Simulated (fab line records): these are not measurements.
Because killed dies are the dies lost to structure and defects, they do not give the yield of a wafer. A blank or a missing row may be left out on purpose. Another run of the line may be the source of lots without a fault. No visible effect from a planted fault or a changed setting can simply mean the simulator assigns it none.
A lot that was struck, set against a sound lot -- flow berkeley_cmos170 -- 14 out of 331 route steps
Sound: the wafers L728.1, L728.5, L728.6. Struck: wafers L716.3, L716.5, L716.6. The cause is named last.
Per side, at each step with rows, come the tool, then ch with its chambers, and then its first start. Under that, the readings that differ: sound wafers -- struck wafers -- difference of the means -- sigmas: that difference in standard deviations of wafers without a fault.
alike: readings with means less than 2 such deviations apart, plus words and numbers identical on both sides. not compared: withheld readings, readings lacking a value on some wafer, bounds such as >300 that could conceal the same value, and numbers that have no deviation in the record and whose values overlap.
Wherever a step has rows on one side only, a row that says differs or no value, or a row with sigmas, the two part there. When numbers do not overlap yet have no deviation, they are printed without sigmas and do not part them. Lack of a reading on every wafer of one side parts them only where that side has two or more wafers.

first, 1 step without rows for these wafers: UCB170_PLDD_DEVELOP_05 (develop time 45 s).
UCB170_PLDD_CD_MEAS_06 targets a cd of 1200 nm.
  sound on cd_sem-01, day 10 06:03; struck on cd_sem-01, day 7 11:28
  alike: cd_nm
UCB170_PLDD_OVL_MEAS_07:
  sound on overlay-02, day 10 06:10; struck on overlay-01, day 7 11:34
  alike: PLDD_OVL
then, 2 steps without rows for these wafers: UCB170_PLDD_IMPLANT_08; UCB170_PLDD_IMPLANT_09.
UCB170_PLDD_STRIP_10: strips in O2.
  sound on plasma_asher-03 ch 0,1, day 10 06:31; struck on plasma_asher-01 ch 0,1, day 7 11:55
reading,sound,struck,difference,sigmas
drypump_motor_current_A (A),6.06 6.07 6.06,5.46 5.47 5.62,-0.55,-2
  alike: oes_product_au, strip_time_to_endpoint_s
  not compared: rf_hours_counter_h
UCB170_PLDD_TW_MEAS_11:
  sound on film_metro-01, day 10 06:37; struck on film_metro-04, day 7 12:00
  alike: PLDD_TW
then, 5 steps without rows for these wafers: UCB170_PLDD_CLEAN_12 (cleans in SPM, time 600 s); UCB170_NLDD_HMDS_00 (prime time 60 s); UCB170_NLDD_COAT_01 (resist thk 900 nm); UCB170_NLDD_SOFTBAKE_02 (time 60 s); UCB170_NLDD_EXPOSE_03 (exposes mask NSELECT, target cd 1200 nm).
UCB170_NLDD_PEB_04:
  sound on litho_track-02 ch 0, day 10 07:58; struck on litho_track-02, day 7 13:17
  no value came back on the struck wafers for chill_plate_temp_C (C), exhaust_pa (Pa); on the sound wafers chill_plate_temp_C (C) reads 23.05 23.06 22.92
then, 1 step without rows for these wafers: UCB170_NLDD_DEVELOP_05 (develop time 45 s).

WHERE THEY PART
Last at UCB170_NLDD_PEB_04 as far as this record goes, first at UCB170_PLDD_STRIP_10.

WHY: what had been put in by the simulator
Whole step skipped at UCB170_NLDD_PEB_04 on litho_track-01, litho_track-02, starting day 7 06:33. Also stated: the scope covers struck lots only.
